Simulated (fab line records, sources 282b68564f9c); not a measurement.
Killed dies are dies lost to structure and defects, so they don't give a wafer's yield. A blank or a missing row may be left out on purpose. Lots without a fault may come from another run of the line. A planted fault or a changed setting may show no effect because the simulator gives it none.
Which tool did it? | flow rit_cmos | 14 lots, 42 wafers sampled, at 1 step of a route of 202

WHAT THE GAUGES READ, wafer by wafer
The record holds no reading of a measuring or inspecting step that can be judged against a usual standard deviation.

WHICH TOOL RAN EACH LOT (tool, then ch and the chambers of the sampled wafers, then the start)
lot  | RIT_CONTACT_ETCH_11
L224 | rie_diel-04 ch 1,3, day 3 13:39
L226 | rie_diel-04 ch 1,3, day 4 03:11
L227 | rie_diel-03 ch 1,2,3, day 4 09:19
L229 | rie_diel-03 ch 0,2,3, day 4 16:35
L230 | rie_diel-02 ch 1,2, day 5 00:19
L233 | rie_diel-02 ch 1,2, day 5 14:06
L234 | rie_diel-02 ch 0,1,2, day 5 21:46
L235 | rie_diel-03 ch 1,2,3, day 6 00:03
L236 | rie_diel-04 ch 0,1,2, day 6 03:08
L238 | rie_diel-03 ch 0,2,3, day 6 10:33
L239 | rie_diel-03 ch 2,3, day 6 17:23
L240 | rie_diel-04 ch 0,2, day 6 23:09
L241 | rie_diel-03 ch 0,1, day 7 02:59
L245 | rie_diel-02 ch 0,2,3, day 8 03:48
- RIT_CONTACT_ETCH_11: etches SiO2 in CHF3/CF4/Ar, stops on TiSi2, target depth 480 nm, time 320 s.

WHAT THE TOOLS THEMSELVES READ (means of the sampled wafers that have a number; where no wafer has one, the mark that the record gives instead)
RIT_CONTACT_ETCH_11. Usual: drypump_motor_current_A 5.9 A, standard deviation 0.39; oes_product_au 0.990 a.u., standard deviation 0.0096; throttle_valve_pct 8.89 %, standard deviation 0.14.
lot  | tool        | drypump_motor_current_A (A) | oes_product_au (a.u.) | throttle_valve_pct (%) | flag
L224 | rie_diel-04 | 5.9                         | 0.989                 | 8.90                   |
L226 | rie_diel-04 | 5.9                         | 0.991                 | 8.90                   |
L227 | rie_diel-03 | 5.7                         | 0.984                 | 8.83                   |
L229 | rie_diel-03 | 5.8                         | 0.986                 | 8.82                   |
L230 | rie_diel-02 | 5.9                         | 0.989                 | 9.04                   |
L233 | rie_diel-02 | 5.9                         | 0.987                 | 8.96                   |
L234 | rie_diel-02 | 5.9                         | 0.990                 | 8.94                   |
L235 | rie_diel-03 | 5.7                         | 0.994                 | 8.83                   |
L236 | rie_diel-04 | 5.5                         | 0.982                 | 8.89                   |
L238 | rie_diel-03 | 5.8                         | 0.990                 | 8.82                   |
L239 | rie_diel-03 | 5.4                         | 0.993                 | 8.76                   |
L240 | rie_diel-04 | 5.3                         | 0.984                 | 8.93                   |
L241 | rie_diel-03 | 6.1                         | 0.974                 | 9.02                   |
L245 | rie_diel-02 | 6.1                         | 0.993                 | 8.90                   |

THE ANSWER, worked out from the rows above alone
Rule: a lot is off if the mean of its wafers that have a number lies more than 3 standard deviations from the usual mean. A lot without any number at a reading at which 4 lots or more have one is off too. The other lots that the step has rows for count as sound. The gauges are gone through in route order, then the tools' own readings, and for those a lot's mean is taken as printed above. The first step at which some lot is off is used, and at that step the reading that is off furthest; a lot without a number counts as furthest.
No lot is off at any reading shown: from this, nothing can be told.

WHAT THE SIMULATOR HAD PUT IN
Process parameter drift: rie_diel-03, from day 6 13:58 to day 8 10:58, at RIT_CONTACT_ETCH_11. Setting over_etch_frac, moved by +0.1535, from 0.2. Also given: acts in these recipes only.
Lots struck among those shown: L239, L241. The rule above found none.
